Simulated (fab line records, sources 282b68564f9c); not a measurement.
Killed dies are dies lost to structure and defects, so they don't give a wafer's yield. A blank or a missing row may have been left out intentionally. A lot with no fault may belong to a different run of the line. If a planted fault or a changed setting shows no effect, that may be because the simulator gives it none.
A struck lot beside a sound one | flow rit-cmos | 28 out of 202 route steps
Sound: the wafers L727.2, L727.4, L727.5. Wafers struck: L735.1, L735.2, L735.4. The cause is given at the end.
Each step with rows lists, per side, the tool, then ch with its chambers, then its first start. Under that, the readings that differ: sound wafers | struck wafers | difference of the means | sigmas: that difference in standard deviations of wafers without a fault.
alike: readings whose means differ by less than 2 such deviations, and words and numbers that are the same on both sides. not compared: withheld readings, readings that some wafer has no value for, bounds like >300 that may hide the same value, and numbers for which the record gives no deviation and whose values overlap.
The two part at a step that has a row with sigmas, a row that says differs or no value, or rows on one side only. Non-overlapping numbers with no deviation appear without sigmas and do not part them. A reading missing from all wafers of one side parts the sides only when that side holds two or more wafers.

RIT_ACTIVE_BOW_MEAS_00:
  sound: film-metro-01 at day 2 06:01; struck: film-metro-01 at day 3 22:00
  alike: INCOMING_BOW
RIT_ACTIVE_OXIDATION_01: target thk 46.8 nm, ox time 3360 s.
  sound on furnace-03 ch 0, day 2 06:07; struck on furnace-01 ch 0, day 3 22:07
  reading                                       | sound             | struck            | difference | sigmas
  model.SiO2_of_ACTIVE_OXIDATION_01.thk-nm (nm) | 46.14 46.76 44.95 | 50.91 50.68 51.57 | +5.10      |
  alike: spike-tc-centre-C, zone-power-centre-pct
RIT_ACTIVE_THK_MEAS_02:
  sound: film-metro-01 at day 2 08:04; struck: film-metro-03 at day 4 00:03
  reading               | sound          | struck         | difference | sigmas
  ACTIVE_OXIDE_THK (nm) | 46.2 46.8 44.9 | 51.0 50.7 51.5 | +5.1       | +5
then, 1 step without rows for these wafers: RIT_ACTIVE_CVD_03 (deposits Si3N4 from SiH2Cl2/NH3, target thk 150 nm, time 1500 s).
RIT_ACTIVE_THK_MEAS_04:
  sound: film-metro-01 at day 2 09:32; struck: film-metro-03 at day 4 01:32
  alike: ACTIVE_NITRIDE_THK
then, 6 steps without rows for these wafers: RIT_ACTIVE_HMDS_05 (prime time 60 s); RIT_ACTIVE_COAT_06 (resist thk 1000 nm); RIT_ACTIVE_SOFTBAKE_07 (time 60 s); RIT_ACTIVE_EXPOSE_08 (exposes mask M1, target cd 1400 nm); RIT_ACTIVE_PEB_09; RIT_ACTIVE_DEVELOP_10 (develop time 50 s).
RIT_ACTIVE_CD_MEAS_11 targets a cd of 1400 nm.
  sound: cd-sem-01 at day 2 10:40; struck: cd-sem-02 at day 4 02:26
  alike: cd-nm
then, 1 step without rows for these wafers: RIT_ACTIVE_HARDBAKE_12 (time 60 s).
RIT_ACTIVE_ETCH_13: etches Si3N4 in SF6, stops on SiO2, time 210 s, target depth 210 nm.
  sound on rie-diel-03 ch 0,2, day 2 11:07; struck on rie-diel-04 ch 0,1,3, day 4 02:43
  alike: drypump-motor-current-A, oes-product-au, throttle-valve-pct
  not compared: rf-hours-counter-h
RIT_ACTIVE_STRIP_14: strips in O2, time 180 s.
  sound on plasma-asher-01 ch 0,1, day 2 11:15; struck on plasma-asher-04 ch 0,1, day 4 02:50
  alike: drypump-motor-current-A
  not compared: rf-hours-counter-h
RIT_ACTIVE_CD_MEAS_90 targets a cd of 1400 nm.
  sound: cd-sem-01 at day 2 11:26; struck: cd-sem-01 at day 4 03:01
  alike: cd-nm
then, 4 steps without rows for these wafers: RIT_ACTIVE_CLEAN_15 (cleans in SC1, time 600 s); RIT_ACTIVE_CLEAN_16 (cleans in dHF, time 30 s); RIT_ACTIVE_CLEAN_17 (cleans in SC2, time 600 s); RIT_FOX1_OXIDATION_00 (target thk 350.7 nm, ox time 1130 s).
RIT_FOX1_THK_MEAS_01:
  sound: film-metro-04 at day 2 13:16; struck: film-metro-04 at day 4 06:34
  reading             | sound       | struck      | difference | sigmas
  FOX1_OXIDE_THK (nm) | 346 339 343 | 366 366 368 | +24        | +4
then, 2 steps without rows for these wafers: RIT_FOX1_WET_ETCH_02 (etches SiO2 in BOE, target depth 350 nm, time 390 s); RIT_FOX2_OXIDATION_00 (target thk 350.7 nm, ox time 1130 s).
RIT_FOX2_THK_MEAS_01:
  sound: film-metro-03 at day 2 14:46; struck: film-metro-01 at day 4 10:50
  alike: FOX2_OXIDE_THK
then, 1 step without rows for these wafers: RIT_FOX2_CLEAN_02 (cleans in dHF, time 180 s).
RIT_FOX2_WET_ETCH_03: etches Si3N4 in H3PO4, target depth 195 nm, time 2700 s.
  sound on wet-bench-04 ch 3, day 2 14:52; struck on wet-bench-01 ch 3, day 4 10:56
  reading                                       | sound             | struck            | difference | sigmas
  model.SiO2_of_ACTIVE_OXIDATION_01.thk-nm (nm) | 40.58 41.26 39.48 | 45.13 44.58 45.35 | +4.58      |
RIT_FOX2_THK_MEAS_90:
  sound: film-metro-02 at day 2 15:43; struck: film-metro-02 at day 4 11:46
  alike: FIELD_OXIDE_LEFT_1_THK
RIT_M1_PROBE_99:
  sound: prober-01 at day 4 09:18; struck: prober-02 at day 6 02:55
  reading                        | sound          | struck         | difference | sigmas
  model.etest.pldd.width-nm (nm) | 3187 3194 3197 | 3108 3100 3098 | -91        |
  model.etest.nldd.width-nm (nm) | 3180 3201 3218 | 3112 3082 3061 | -115       |
  alike: killed-at-front-end, killed-dies, killed-open, killed-short

WHERE THEY PART
Earliest at RIT_ACTIVE_THK_MEAS_02; latest, in this record, at RIT_FOX1_THK_MEAS_01. Later steps at which nothing parts them and some readings are alike: RIT_FOX2_THK_MEAS_01, RIT_FOX2_THK_MEAS_90, RIT_M1_PROBE_99.

WHY: what the simulator had put in
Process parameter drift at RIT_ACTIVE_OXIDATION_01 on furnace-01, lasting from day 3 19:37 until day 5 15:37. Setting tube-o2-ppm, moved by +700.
